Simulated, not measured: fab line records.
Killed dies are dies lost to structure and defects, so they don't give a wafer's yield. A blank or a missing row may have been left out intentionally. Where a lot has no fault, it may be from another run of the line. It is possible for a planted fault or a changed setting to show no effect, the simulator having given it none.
Which of the tools did it? || flow berkeley_cmos170 || 7 lots, 21 wafers sampled, at 3 steps of a route of 331

## WHAT THE GAUGES READ, wafer by wafer
UCB170_SDANNEAL_RS_MEAS_05: measures by four-point-probe.
{"lot": "L738", "measured": "day 7 05:22", "on": "film_metro-01", "NLDD_RS (ohm/sq)": "615.6 614.9 616.7"}
{"lot": "L742", "measured": "day 7 05:20", "on": "film_metro-04", "NLDD_RS (ohm/sq)": "616.3 616.6 617.6"}
{"lot": "L745", "measured": "day 8 23:10", "on": "film_metro-03", "NLDD_RS (ohm/sq)": "582.6 582.6 584.7"}
{"lot": "L749", "measured": "day 8 23:40", "on": "film_metro-01", "NLDD_RS (ohm/sq)": "586.6 584.0 582.9"}
{"lot": "L752", "measured": "day 9 14:20", "on": "film_metro-01", "NLDD_RS (ohm/sq)": "616.2 614.7 616.0"}
{"lot": "L757", "measured": "day 10 13:53", "on": "film_metro-01", "NLDD_RS (ohm/sq)": "616.1 618.8 617.6"}
{"lot": "L760", "measured": "day 11 13:18", "on": "film_metro-04", "NLDD_RS (ohm/sq)": "618.2 617.3 615.1"}

## EACH LOT AND THE TOOL THAT RAN IT (in order: tool; ch and the chambers of the sampled wafers; start)
{"lot": "L738", "UCB170_GATE_STRIP_16": "plasma_asher-03 ch 0,1, day 6 16:22", "UCB170_NLDD_IMPLANT_08": "implanter-03 ch 0, day 6 20:19"}
{"lot": "L742", "UCB170_GATE_STRIP_16": "plasma_asher-01 ch 0,1, day 6 16:15", "UCB170_NLDD_IMPLANT_08": "implanter-04 ch 0, day 6 19:49"}
{"lot": "L745", "UCB170_GATE_STRIP_16": "plasma_asher-03 ch 0,1, day 8 01:34", "UCB170_NLDD_IMPLANT_08": "implanter-03 ch 0, day 8 08:25"}
{"lot": "L749", "UCB170_GATE_STRIP_16": "plasma_asher-01 ch 0,1, day 8 04:43", "UCB170_NLDD_IMPLANT_08": "implanter-03 ch 0, day 8 09:59"}
{"lot": "L752", "UCB170_GATE_STRIP_16": "plasma_asher-01 ch 0,1, day 9 00:20", "UCB170_NLDD_IMPLANT_08": "implanter-04 ch 0, day 9 03:44"}
{"lot": "L757", "UCB170_GATE_STRIP_16": "plasma_asher-03 ch 0,1, day 9 21:49", "UCB170_NLDD_IMPLANT_08": "implanter-04 ch 0, day 10 03:22"}
{"lot": "L760", "UCB170_GATE_STRIP_16": "plasma_asher-02 ch 0,1, day 10 19:58", "UCB170_NLDD_IMPLANT_08": "implanter-01 ch 0, day 11 01:08"}
- UCB170_GATE_STRIP_16: strips in O2.
- UCB170_NLDD_IMPLANT_08

## THE ANSWER, worked out from the rows above alone
Rule: the lots themselves supply what counts as usual. The widest of any qualifying gaps counts: lots, ordered by their means at a reading, are off when they make up no more than a third of the lots, leave a main group of 4 or more, and stand apart from it by 3 or more times the standard deviation of that group's means. If all means in a main group match to the digits the tables above print for the reading, that group is not used. A lot without any number at a reading at which 4 lots or more have one is off too. Any other lot the step has rows for is counted as sound.
Off: at UCB170_SDANNEAL_RS_MEAS_05 (NLDD_RS), L745, L749. The main group has a mean of 616.5 ohm/sq with a standard deviation of 0.72.
If a tool, at a process step before that reading, ran all the lots that are off and no sound lot after the first of them, it fits. Gauges at UCB170_SDANNEAL_RS_MEAS_05: tried the same way as those tools. One fits: UCB170_NLDD_IMPLANT_08 on implanter-03. Its last sound lot is L738 (day 6 20:19), its first lot that is off L745 (day 8 08:25): a fault that began between those two fits.

## WHAT HAD BEEN PUT IN BY THE SIMULATOR
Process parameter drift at UCB170_NLDD_IMPLANT_08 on implanter-03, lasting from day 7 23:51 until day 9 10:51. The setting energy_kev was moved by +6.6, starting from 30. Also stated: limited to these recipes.
Shown lots that were struck: L745, L749. This agrees with what the rule above found.
